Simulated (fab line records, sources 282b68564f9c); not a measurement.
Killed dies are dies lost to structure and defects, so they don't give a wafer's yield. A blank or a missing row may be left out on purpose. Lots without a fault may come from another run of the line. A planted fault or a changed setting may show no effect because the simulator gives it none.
Which tool did it? | flow rit_cmos | 14 lots, 42 wafers sampled, at 1 step of a route of 202

WHAT THE GAUGES READ, wafer by wafer
The record holds no reading of a measuring or inspecting step that can be judged against a usual standard deviation.

WHICH TOOL RAN EACH LOT (tool, then ch and the chambers of the sampled wafers, then the start)
lot  | RIT_FOX1_OXIDATION_00
L261 | furnace-04 ch 0, day 1 15:32
L262 | furnace-01 ch 0, day 1 20:30
L265 | furnace-03 ch 0, day 2 11:41
L267 | furnace-03 ch 0, day 2 21:30
L268 | furnace-01 ch 0, day 3 03:03
L270 | furnace-01 ch 0, day 3 13:54
L271 | furnace-04 ch 0, day 3 18:20
L272 | furnace-01 ch 0, day 3 22:31
L274 | furnace-04 ch 0, day 4 08:31
L275 | furnace-01 ch 0, day 4 13:46
L279 | furnace-01, day 5 09:31
L280 | furnace-01, day 5 16:54
L283 | furnace-04 ch 0, day 6 05:55
L284 | furnace-04 ch 0, day 6 12:50
- RIT_FOX1_OXIDATION_00: target thk 350.7 nm, ox time 1130 s.

WHAT THE TOOLS THEMSELVES READ (means of the sampled wafers that have a number; where no wafer has one, the mark that the record gives instead)
RIT_FOX1_OXIDATION_00. Usual: ox_temp_c 1099.9 C, standard deviation 0.47; ox_temp_c_max 1104.8, standard deviation 1.1; tube_center_temp_C 1100 C, standard deviation 0.1.
lot  | tool       | ox_temp_c (C) | ox_temp_c_max | tube_center_temp_C (C) | flag
L261 | furnace-04 | 1100.0        | 1105.9        | 1100                   |
L262 | furnace-01 | 1100.0        | 1104.5        | 1100                   |
L265 | furnace-03 | 1099.8        | 1105.1        | 1100                   |
L267 | furnace-03 | 1099.8        | 1104.8        | 1100                   |
L268 | furnace-01 | 1099.6        | 1103.6        | 1100                   |
L270 | furnace-01 | 1099.3        | 1103.4        | 1100                   |
L271 | furnace-04 | 1100.6        | 1106.0        | 1100                   |
L272 | furnace-01 | 1099.6        | 1103.5        | 1100                   |
L274 | furnace-04 | 1099.7        | 1105.0        | 1100                   |
L275 | furnace-01 | 1100.7        | 1104.8        | 1100                   |
L279 | furnace-01 | -             | -             | -                      | OFF
L280 | furnace-01 | -             | -             | -                      | OFF
L283 | furnace-04 | 1100.2        | 1105.1        | 1100                   |
L284 | furnace-04 | 1099.8        | 1105.6        | 1100                   |

THE ANSWER, worked out from the rows above alone
Rule: a lot is off if the mean of its wafers that have a number lies more than 3 standard deviations from the usual mean. A lot without any number at a reading at which 4 lots or more have one is off too. The other lots that the step has rows for count as sound. The gauges are gone through in route order, then the tools' own readings, and for those a lot's mean is taken as printed above. The first step at which some lot is off is used, and at that step the reading that is off furthest; a lot without a number counts as furthest.
Off: L279, L280, at RIT_FOX1_OXIDATION_00 (ox_temp_c). Without a number there: L279, L280.
A tool fits if, at that step or a process step before it, it ran every lot that is off, and no sound lot after the first of them. One fits: furnace-01 at RIT_FOX1_OXIDATION_00. Its last sound lot is L275 (day 4 13:46), its first lot that is off L279 (day 5 09:31): a fault that began between those two fits.
Blank at RIT_FOX1_OXIDATION_00 on the lots that are off, where sound lots have numbers: ox_temp_c, ox_temp_c_max, tube_center_temp_C.

WHAT THE SIMULATOR HAD PUT IN
Skipped step whole: furnace-01, from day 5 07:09 on, at RIT_FOX1_OXIDATION_00. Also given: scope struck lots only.
Lots struck among those shown: L279, L280. The rule above found the same.
